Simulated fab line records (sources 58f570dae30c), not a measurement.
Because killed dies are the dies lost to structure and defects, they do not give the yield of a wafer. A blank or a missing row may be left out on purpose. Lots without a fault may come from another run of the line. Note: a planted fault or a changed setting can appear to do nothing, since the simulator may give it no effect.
Matching of chambers / flow berkeley-cmos170 / wet-bench-02 running UCB170_SCREENOX_WET_ETCH_00: 3 sister chambers
The step etches SiO2 in dHF, time 200 s. 16 wafers are shown with their chamber, then 5 later ones without.

## WAFERS PAIRED WITH THEIR CHAMBERS
wafer=L155.1; chamber=3; run-length-s (s)=227.8
wafer=L155.3; chamber=3; run-length-s (s)=227.8
wafer=L155.4; chamber=3; run-length-s (s)=227.8
wafer=L156.1; chamber=3; run-length-s (s)=226.2
wafer=L156.5; chamber=3; run-length-s (s)=226.2
wafer=L156.6; chamber=3; run-length-s (s)=226.2
wafer=L158.2; chamber=2; run-length-s (s)=225.7
wafer=L158.4; chamber=2; run-length-s (s)=225.7
wafer=L158.5; chamber=2; run-length-s (s)=225.7
wafer=L157.2; chamber=2; run-length-s (s)=225.6
wafer=L157.5; chamber=2; run-length-s (s)=225.6
wafer=L157.6; chamber=2; run-length-s (s)=225.6
wafer=L159.2; chamber=0; run-length-s (s)=226.4
wafer=L159.3; chamber=0; run-length-s (s)=226.4
wafer=L159.4; chamber=0; run-length-s (s)=226.4
wafer=L160.2; chamber=0; run-length-s (s)=225.5

SIGNATURES (averages over the wafers above)
reading=run-length-s; chamber 0=226.175; chamber 2=225.650; chamber 3=227.000; scatter within a chamber=0.586
Rule: a wafer lies at a distance from a chamber equal to the root of the sum of squares, over the readings, of (its reading less the chamber's mean, divided by the reading's scatter). If the next closest chamber is less than 2 further off than the closest, the wafer can't be placed; otherwise it belongs to the closest. The scatter: take each reading less its chamber's mean, square it, sum over the shown wafers, divide by the number of wafers less the number of chambers, and take the root.

## WAFERS MISSING THEIR CHAMBER
wafer=L160.4; run-length-s (s)=225.5
wafer=L160.6; run-length-s (s)=225.5
wafer=L162.1; run-length-s (s)=225.5
wafer=L162.2; run-length-s (s)=225.5
wafer=L162.5; run-length-s (s)=225.5

## THE CHAMBER EACH PASSED THROUGH
wafer=L160.4; from the rows above=can't be placed: 2 or 0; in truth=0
wafer=L160.6; from the rows above=can't be placed: 2 or 0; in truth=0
wafer=L162.1; from the rows above=can't be placed: 2 or 0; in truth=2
wafer=L162.2; from the rows above=can't be placed: 2 or 0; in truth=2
wafer=L162.5; from the rows above=can't be placed: 2 or 0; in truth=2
Correct placement for 0 of the 5. From these rows, 5 cannot be placed; in 5 the true chamber is one of the candidates. Placed wrongly: 0.
